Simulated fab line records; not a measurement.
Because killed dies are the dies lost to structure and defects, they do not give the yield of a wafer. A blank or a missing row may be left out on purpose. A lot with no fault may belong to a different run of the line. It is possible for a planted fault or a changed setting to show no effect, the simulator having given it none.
Chamber matching | flow berkeleyCmos170 | UCB170_M1_ETCH_11 on rieDiel-02 has 4 sister chambers
The step etches BARC in N2/H2. 4 wafers are shown with their chamber, then 7 later ones without.

== WAFERS, EACH WITH ITS CHAMBER ==
wafer  | chamber | throttleValvePct (%)
L727.4 | 1       | 13.00
L736.1 | 3       | 13.47
L737.2 | 2       | 13.20
L737.3 | 0       | 13.48

== WAFERS WHOSE CHAMBER IS MISSING ==
wafer  | throttleValvePct (%)
L737.6 | 13.45
L738.2 | 13.47
L738.4 | 13.46
L738.5 | 13.21
L744.2 | 13.21
L744.3 | 13.47
L744.5 | 13.48

== CHAMBER TAKEN BY EACH ==
wafer  | from the rows above     | in truth
L737.6 | can't be placed: 3 or 0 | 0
L738.2 | can't be placed: 3 or 0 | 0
L738.4 | can't be placed: 3 or 0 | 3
L738.5 | 2                       | 2
L744.2 | 2                       | 2
L744.3 | can't be placed: 3 or 0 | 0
L744.5 | can't be placed: 0 or 3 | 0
Correct placement for 2 of the 7. From these rows, 5 cannot be placed; in 5 the true chamber is one of the candidates. Number placed wrongly: 0.
How it was worked out, from the rows above alone: a wafer's distance from a chamber is the root of the sum, over the readings, of the square of ((its reading less the chamber's mean) divided by the reading's scatter). If the next closest chamber is less than 2 further off than the closest, the wafer can't be placed; otherwise it belongs to the closest. The mean given for a chamber averages the wafers shown for that chamber. The scatter: root of mean squared gap, hidden wafer to nearest shown wafer, with one shown wafer a chamber.
